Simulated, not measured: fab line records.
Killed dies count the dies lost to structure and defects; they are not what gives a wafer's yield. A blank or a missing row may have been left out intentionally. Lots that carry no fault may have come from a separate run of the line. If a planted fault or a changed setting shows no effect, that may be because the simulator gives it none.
fab line records | flow berkeleyCmos170 | part 2 of 2: steps 28 to 37 of 37
record lots=5 wafers=15 lastDay=12
route steps=331 shown NWELL@19 PWELL@34 WELLDRIVE@55
lots with no fault: from the same line, run without faults
startH: hours from the record's first day to the start of the lot's first wafer shown | waitH: how many hours have passed since the lot's step before this one | " identical to the entry in the row above | L1.1+2: a row that stands for several wafers | - either no value or no given start | * or withheld: withheld | < > ~ a bound
route shown NAME@n: a module of which the file shows steps, and the number in the route of the first | usual: average and standard deviation across the fault-free wafers | same: alike in all rows | chamber/n: place in a boat | sites: per-site readings | _std_site: standard deviation across them | _edge_site: inner sites' mean taken away from outer sites' mean | radiusMm: how far each site lies from the wafer's centre | mask NAME#n: copy n | behind: the last tool/chamber to shape the wafer | hold: what put the lot on hold/how long, in hours/how the hold closed | device: transistor that didn't switch, given as n, p or np | end of line: tests run on the same wafers once the route is complete | step lacking rows: just its recipe | killed: not the wafer's yield, but the dies lost to structure and defects at the first sort | map: the dies of a wafer, with x for killed, . for not killed, _ for no die there
set.NAME: the run value of the setting; set.NAME@STEP: its run value at that earlier step | model.NAME: the simulator's own value behind a step, which no gauge read
lots at selected steps of the route; one table per step, one row per wafer
services: when a tool's chamber went out of use (startH, in hours from the record's first day, below 0 if earlier), for how many hours, and the reason
## steps
# step UCB170_PWELL_DEVELOP_12
# recipe developer=TMAH developTimeS=45 resist=KrF devTempC=21
# columns lot.wafer tool chamber startH waitH
L076.2+4+6 lithoTrack-04 0 - -
L080.1+2+6 lithoTrack-02 0 - -
L083.1+4+6 lithoTrack-04 0 - -
L091.2+3+6 lithoTrack-02 0 - -
L093.1+4+6 lithoTrack-04 0 - -
# step UCB170_PWELL_OVL_MEAS_13
# usual PWELL_OVL=-1/5.8
# columns lot.wafer tool chamber startH waitH PWELL_OVL[nm]
L076.2 overlay-02 - 71.22 - -4
L076.4 " - " " 2
L076.6 " - " " -2
L080.1 overlay-01 - 94.98 - 3
L080.2 " - " " -5
L080.6 " - " " -4
L083.1 overlay-01 - 108.67 - 13
L083.4 " - " " 5
L083.6 " - " " 9
L091.2 overlay-02 - 145.79 - -1
L091.3 " - " " -7
L091.6 " - " " -6
L093.1 overlay-02 - 153.17 - 2
L093.4 " - " " -11
L093.6 " - " " -7
# step UCB170_PWELL_ETCH_14
# recipe chemistry=CH3F/Ar/O2 target=Si3N4 stopOn=SiO2 CH3F_flow_sccm=20 Ar_flow_sccm=50 O2_flow_sccm=7 pressureMtorr=50 rfW=450 targetDepthA=2420 overEtchFrac=0.1 timeS=151
# usual drypumpMotorCurrentA=5.8/0.37 oesProductAu=0.930/0.016 rfFwdPowerW=448.5/1.5 throttleValvePct=8.04/0.14
# same overEtchFrac=0.1
# columns lot.wafer tool chamber startH waitH drypumpMotorCurrentA oesProductAu rfFwdPowerW rfHoursCounterH throttleValvePct
L076.2 rieDiel-03 0 71.25 0.0 6.2 0.926 447.7 89 8.18
L076.4 " 2 " " 5.5 0.930 447.4 12 8.20
L076.6 " 2 " " 5.5 0.929 447.8 - 8.22
L080.1 rieDiel-03 3 95.01 0.0 5.9 0.945 451.4 6 8.05
L080.2 " 0 " " 6.2 0.927 449.9 91 8.16
L080.6 " 0 " " 6.2 0.916 450.1 - 8.15
L083.1 rieDiel-04 0 108.71 0.0 5.9 0.919 448.5 3 8.30
L083.4 " 3 " " 5.3 0.947 449.6 70 7.86
L083.6 " 1 " " 6.5 0.919 447.5 - 7.86
L091.2 rieDiel-04 1 145.82 0.0 6.5 0.915 449.8 20 7.87
L091.3 " 3 " " 5.3 0.945 448.9 71 7.87
L091.6 " 2 " " 5.7 0.913 449.7 - 7.96
L093.1 rieDiel-02 0 153.20 0.0 5.5 0.934 450.1 17 7.85
L093.4 " 3 " " 6.1 0.938 448.4 5 8.07
L093.6 " 2 " " 5.9 0.951 450.7 - 7.96
# step UCB170_PWELL_IMPLANT_15
# recipe species=B doseCm2=5e+12 energyKev=60 tiltDeg=7
# columns lot.wafer tool chamber startH waitH
L076.2+4+6 implanter-04 0 71.37 0.1
L080.1+2+6 implanter-01 0 95.11 0.1
L083.1+4+6 implanter-04 0 108.81 0.1
L091.2+3+6 implanter-01 0 145.94 0.1
L093.1+4+6 implanter-04 0 153.30 0.1
# step UCB170_PWELL_STRIP_16
# recipe chemistry=O2 powerW=400 pressureMtorr=3500 platenTempC=withheld o2FlowSccm=400 overashFraction=0.5
# usual drypumpMotorCurrentA=5.5/0.31 oesProductAu=0.721/0.0049 stripTimeToEndpointS=18.06/0.095
# same overashFraction=0.5
# columns lot.wafer tool chamber startH waitH drypumpMotorCurrentA oesProductAu rfHoursCounterH stripTimeToEndpointS
L076.2 plasmaAsher-01 1 71.50 0.1 5.8 0.719 38 17.90
L076.4 " 1 " " 5.8 0.718 - 17.93
L076.6 " 1 " " 5.8 0.725 - 17.91
L080.1 plasmaAsher-01 1 95.26 0.1 5.8 0.721 41 18.12
L080.2 " 0 " " 5.1 0.724 41 18.00
L080.6 " 0 " " 5.0 0.732 - 18.08
L083.1 plasmaAsher-04 1 109.11 0.2 6.0 0.720 36 18.18
L083.4 " 1 " " 6.0 0.724 - 17.99
L083.6 " 0 " " 5.3 0.723 - 18.21
L091.2 plasmaAsher-01 1 146.07 0.1 5.8 0.731 46 18.16
L091.3 " 1 " " 5.8 0.717 - 18.01
L091.6 " 0 " " 5.0 0.722 - 18.03
L093.1 plasmaAsher-02 0 153.45 0.1 5.3 0.720 3 18.09
L093.4 " 1 " " 5.4 0.722 - 18.13
L093.6 " 0 " " 5.3 0.715 - 18.09
# step UCB170_PWELL_TW_MEAS_17
# usual PWELL_TW=377.7/2.7
# columns lot.wafer tool chamber startH waitH PWELL_TW
L076.2 filmMetro-02 - 71.61 0.1 378.5
L076.4 " - " " 381.2
L076.6 " - " " 378.6
L080.1 filmMetro-01 - 95.36 0.1 376.3
L080.2 " - " " 378.4
L080.6 " - " " 378.0
L083.1 filmMetro-02 - 109.21 0.1 380.9
L083.4 " - " " 381.2
L083.6 " - " " 382.6
L091.2 filmMetro-03 - 146.18 0.1 374.0
L091.3 " - " " 375.0
L091.6 " - " " 371.2
L093.1 filmMetro-01 - 153.55 0.1 380.1
L093.4 " - " " 378.7
L093.6 " - " " 380.0
# step UCB170_PWELL_CLEAN_18
# recipe chemistry=SPM tempC=120 timeS=600
# usual bathHeatDutyPct=13.6/1.4
# columns lot.wafer tool chamber startH waitH bathHeatDutyPct
L076.2 wetBench-02 1 71.66 0.0 12.9
L076.4 " 1 " " 14.1
L076.6 " 1 " " 13.0
L080.1 wetBench-03 3 95.42 0.1 15.6
L080.2 " 3 " " 14.7
L080.6 " 3 " " 14.9
L083.1 wetBench-02 0 111.80 2.6 14.6
L083.4 " 0 " " 16.4
L083.6 " 0 " " 15.1
L091.2 wetBench-02 0 146.23 0.0 16.5
L091.3 " 0 " " 16.0
L091.6 " 0 " " 14.8
L093.1 wetBench-02 0 155.94 2.4 13.7
L093.4 " 0 " " 15.9
L093.6 " 0 " " 14.4
# step UCB170_PWELL_WET_ETCH_19
# recipe chemistry=H3PO4 target=Si3N4 tempC=160 timeS=14400
# usual bathHeatDutyPct=26.0/2.7
# columns lot.wafer tool chamber startH waitH bathHeatDutyPct
L076.2 wetBench-03 1 71.85 0.0 22.7
L076.4 " 1 " " 23.2
L076.6 " 1 " " 26.1
L080.1 wetBench-02 3 95.60 0.0 26.8
L080.2 " 3 " " 27.9
L080.6 " 3 " " 25.3
L083.1 wetBench-03 3 112.36 0.4 28.3
L083.4 " 3 " " 28.1
L083.6 " 3 " " 28.5
L091.2 wetBench-01 1 146.40 0.0 22.1
L091.3 " 1 " " 25.2
L091.6 " 1 " " 23.9
L093.1 wetBench-03 1 156.13 0.0 24.2
L093.4 " 1 " " 22.7
L093.6 " 1 " " 23.1
# step UCB170_PWELL_WET_ETCH_20
# recipe chemistry=BOE dilution=5:1 target=SiO2 tempC=25 timeS=22
# usual bathHeatDutyPct=6.1/0.71
# columns lot.wafer tool chamber startH waitH bathHeatDutyPct
L076.2 wetBench-01 1 75.91 0.0 5.2
L076.4 " 1 " " 5.0
L076.6 " 1 " " 5.3
L080.1 wetBench-03 2 100.24 0.6 6.8
L080.2 " 2 " " 5.9
L080.6 " 2 " " 6.3
L083.1 wetBench-03 2 116.76 0.4 6.4
L083.4 " 2 " " 6.6
L083.6 " 2 " " 5.9
L091.2 wetBench-03 2 151.17 0.0 5.8
L091.3 " 2 " " 5.9
L091.6 " 2 " " 6.8
L093.1 wetBench-03 1 160.52 0.4 5.0
L093.4 " 1 " " 5.4
L093.6 " 1 " " 5.1
# step UCB170_WELLDRIVE_CLEAN_00
# recipe chemistry=SPM tempC=120 timeS=600
# usual bathHeatDutyPct=13.2/1.3
# columns lot.wafer tool chamber startH waitH bathHeatDutyPct
L076.2 wetBench-01 3 75.92 0.0 15.4
L076.4 " 3 " " 14.8
L076.6 " 3 " " 13.8
L080.1 wetBench-01 2 103.32 3.1 14.3
L080.2 " 2 " " 14.7
L080.6 " 2 " " 14.4
L083.1 wetBench-03 2 116.95 0.2 14.0
L083.4 " 2 " " 12.5
L083.6 " 2 " " 13.3
L091.2 wetBench-02 2 151.19 0.0 12.3
L091.3 " 2 " " 12.7
L091.6 " 2 " " 12.9
L093.1 wetBench-02 0 160.68 0.1 17.0
L093.4 " 0 " " 14.3
L093.6 " 0 " " 15.7
## services
# columns tool chamber startH hours kind
krfScanner-01 - 29.08 0.8 pm
rieDiel-02 2 30.85 1.3 repair
krfScanner-02 - 46.73 0.8 pm
krfScanner-01 - 51.91 2.1 repair
krfScanner-01 - 53.97 1.3 pm
krfScanner-02 - 55.27 36.0 pm
rieDiel-04 2 58.97 7.1 repair
furnace-04 - 70.45 4.1 pm
furnace-02 - 72.44 2.8 pm
krfScanner-01 - 77.77 1.0 repair
rieDiel-02 0 77.93 1.2 repair
rieDiel-02 1 105.40 1.8 repair
rieDiel-01 1 105.89 20.4 repair
rieDiel-02 0 114.34 15.7 repair
implanter-04 - 115.35 9.5 repair
krfScanner-01 - 118.72 4.0 pm
implanter-04 - 119.21 0.6 repair
rieDiel-02 2 121.63 10.7 repair
krfScanner-01 - 123.77 1.9 repair
krfScanner-01 - 124.70 1.5 repair
krfScanner-02 - 132.79 1.3 pm
krfScanner-01 - 141.27 1.0 pm
krfScanner-01 - 150.08 3.6 pm
rieDiel-03 - 154.27 2.8 pm
